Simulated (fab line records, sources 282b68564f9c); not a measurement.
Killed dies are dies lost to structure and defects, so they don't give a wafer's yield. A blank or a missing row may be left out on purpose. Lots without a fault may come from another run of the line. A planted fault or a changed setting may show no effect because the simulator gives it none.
fab line records | flow rit_cmos
record lots=5 wafers=15 last_day=7
route steps=202 shown NLDD@108 PLDD@114
lots that met no fault: from a run of the same line without faults
start_h: hours from the record's first day to the start of the lot's first wafer shown | wait_h: hours since the lot's step before | " the same as in the row above | L1.1+2: a row that stands for several wafers | - no value, or no start given | * or withheld: withheld | < > ~ a bound
route shown NAME@n: a module of which the file shows steps, and the number in the route of the first | usual: mean/standard deviation of fault-free wafers | same: alike in all rows | chamber/n: place in a boat | sites: the reading at each site | _std_site: their standard deviation | _edge_site: outer sites' mean less inner sites' | radius_mm: how far each site lies from the wafer's centre | mask NAME#n: copy n | behind: the tool/chamber that last shaped the wafer | hold: why the lot was held/for how many hours/how that ended | device: the transistor (n, p or np) that didn't switch | end of line: the same wafers' tests at the end of the route | a step without rows: its recipe alone | killed: dies lost to structure and defects at the first sort, not the wafer's yield | map: a wafer's dies, x killed, . not, _ none there
set.NAME: the setting as run; set.NAME@STEP: as run at that earlier step | model.NAME: the simulator's own value behind a step, which no gauge read
lots at some steps of the route; a table a step, a row a wafer
services: from which hour (start_h, from the record's first day; less than 0 if before it) a tool's chamber was out of use, for how many hours, and why
## steps
# step RIT_NLDD_DEVELOP_05
# recipe resist=NOVOLAK develop_time_s=50 dev_temp_c=23
# usual exhaust_pa=45.2/1.1
# columns lot.wafer tool chamber start_h wait_h exhaust_pa
L082.4 litho_track-01 0 - - 46.6
L082.5 " 0 " " 46.2
L082.6 " 0 " " 45.8
L088.1 litho_track-03 0 - - 45.5
L088.3 " 0 " " 44.6
L088.4 " 0 " " 45.7
L089.3 litho_track-03 0 - - 45.1
L089.4 " 0 " " 46.9
L089.5 " 0 " " 46.3
L095.1 litho_track-01 0 - - 45.6
L095.3 " 0 " " 45.8
L095.5 " 0 " " 46.1
L096.1 litho_track-01 0 - - 45.4
L096.4 " 0 " " 45.8
L096.6 " 0 " " 45.2
# step RIT_NLDD_OVL_MEAS_06
# usual NLDD_OVL=0.7/1.3
# columns lot.wafer tool chamber start_h wait_h NLDD_OVL[nm]
L082.4 overlay-01 - 86.79 - 2.7
L082.5 " - " " -0.1
L082.6 " - " " -1.7
L088.1 overlay-01 - 114.71 - 0.9
L088.3 " - " " 3.1
L088.4 " - " " -1.6
L089.3 overlay-01 - 122.67 - 0.2
L089.4 " - " " -0.5
L089.5 " - " " 0.7
L095.1 overlay-01 - 150.57 - 1.6
L095.3 " - " " 2.3
L095.5 " - " " 1.7
L096.1 overlay-01 - 156.20 - 2.5
L096.4 " - " " 0.9
L096.6 " - " " 0.9
# step RIT_NLDD_HARDBAKE_07
# recipe resist=NOVOLAK temp_c=140 time_s=60
# usual exhaust_pa=44.9/0.93
# columns lot.wafer tool chamber start_h wait_h exhaust_pa
L082.4 litho_track-01 0 86.88 0.1 45.1
L082.5 " 0 " " 45.8
L082.6 " 0 " " 45.3
L088.1 litho_track-04 0 114.74 0.0 45.4
L088.3 " 0 " " 45.4
L088.4 " 0 " " 44.8
L089.3 litho_track-04 0 122.74 0.1 45.4
L089.4 " 0 " " 45.0
L089.5 " 0 " " 43.9
L095.1 litho_track-01 0 150.61 0.0 43.7
L095.3 " 0 " " 44.0
L095.5 " 0 " " 44.2
L096.1 litho_track-03 0 156.25 0.0 44.4
L096.4 " 0 " " 46.2
L096.6 " 0 " " 45.4
# step RIT_NLDD_IMPLANT_08
# recipe species=P energy_kev=20 dose_cm2=5e+14 tilt_deg=7
# usual end_station_pressure_torr=6.3e-06/3.5e-07
# columns lot.wafer tool chamber start_h wait_h end_station_pressure_torr
L082.4 implanter-02 0 87.03 0.1 6.5e-06
L082.5 " 0 " " 6.5e-06
L082.6 " 0 " " 6.2e-06
L088.1 implanter-03 0 114.89 0.1 6.7e-06
L088.3 " 0 " " 6.1e-06
L088.4 " 0 " " 6.5e-06
L089.3 implanter-04 0 122.89 0.1 6.6e-06
L089.4 " 0 " " 6.1e-06
L089.5 " 0 " " 6.3e-06
L095.1 implanter-03 0 150.76 0.1 6.6e-06
L095.3 " 0 " " 6.5e-06
L095.5 " 0 " " 6.5e-06
L096.1 implanter-04 0 156.40 0.1 6.4e-06
L096.4 " 0 " " 5.7e-06
L096.6 " 0 " " 6.2e-06
# step RIT_NLDD_STRIP_09
# recipe chemistry=O2 time_s=180 resist=NOVOLAK platen_temp_c=withheld power_w=500 pressure_mtorr=4000 o2_flow_sccm=4000
# usual chamber_pressure_mTorr=4001/3.7 drypump_motor_current_A=5.8/0.36
# columns lot.wafer tool chamber start_h wait_h chamber_pressure_mTorr drypump_motor_current_A rf_hours_counter_h
L082.4 plasma_asher-01 0 87.17 0.1 3999 5.7 -
L082.5 " 1 " " 4000 5.4 -
L082.6 " 0 " " 4000 5.7 -
L088.1 plasma_asher-01 1 115.04 0.1 3998 5.4 32
L088.3 " 0 " " 4000 5.7 -
L088.4 " 1 " " 3998 5.4 -
L089.3 plasma_asher-01 0 123.05 0.1 4002 5.7 -
L089.4 " 1 " " 4003 5.4 -
L089.5 " 1 " " 3997 5.4 -
L095.1 plasma_asher-02 0 150.91 0.1 4004 5.3 3
L095.3 " 0 " " 3996 5.3 -
L095.5 " 1 " " 3995 6.1 -
L096.1 plasma_asher-02 1 156.55 0.1 3999 6.0 5
L096.4 " 0 " " 4004 5.3 -
L096.6 " 0 " " 3997 5.3 -
# step RIT_NLDD_TW_MEAS_10
# usual NLDD_TW=2497/29
# columns lot.wafer tool chamber start_h wait_h NLDD_TW
L082.4 film_metro-03 - 87.31 0.1 2461
L082.5 " - " " 2449
L082.6 " - " " 2455
L088.1 film_metro-02 - 115.22 0.1 2500
L088.3 " - " " 2512
L088.4 " - " " 2500
L089.3 film_metro-02 - 123.18 0.1 2476
L089.4 " - " " 2489
L089.5 " - " " 2491
L095.1 film_metro-02 - 151.08 0.1 2517
L095.3 " - " " 2509
L095.5 " - " " 2516
L096.1 film_metro-02 - 156.72 0.1 2509
L096.4 " - " " 2510
L096.6 " - " " 2525
# step RIT_PLDD_HMDS_00
# recipe prime_time_s=60 prime_temp_c=140
# usual exhaust_pa=44.9/0.86
# columns lot.wafer tool chamber start_h wait_h exhaust_pa
L082.4 litho_track-02 0 87.42 0.1 46.7
L082.5 " 0 " " 44.7
L082.6 " 0 " " 45.2
L088.1 litho_track-02 0 115.28 0.1 46.4
L088.3 " 0 " " 43.8
L088.4 " 0 " " 44.1
L089.3 litho_track-01 0 123.27 0.1 44.3
L089.4 " 0 " " 43.7
L089.5 " 0 " " 44.6
L095.1 litho_track-02 0 151.14 0.1 45.9
L095.3 " 0 " " 45.4
L095.5 " 0 " " 44.2
L096.1 litho_track-04 0 156.78 0.1 43.8
L096.4 " 0 " " 44.2
L096.6 " 0 " " 45.1
## services
# columns tool chamber start_h hours kind
plasma_asher-02 - 108.75 9.0 pm
plasma_asher-02 0 108.75 9.0 vent_cycle
plasma_asher-02 1 108.75 9.0 vent_cycle
implanter-04 - 114.42 3.4 repair
plasma_asher-02 0 117.75 - clean
plasma_asher-02 1 117.75 - clean
implanter-02 - 122.15 2.2 repair
## key
fault none
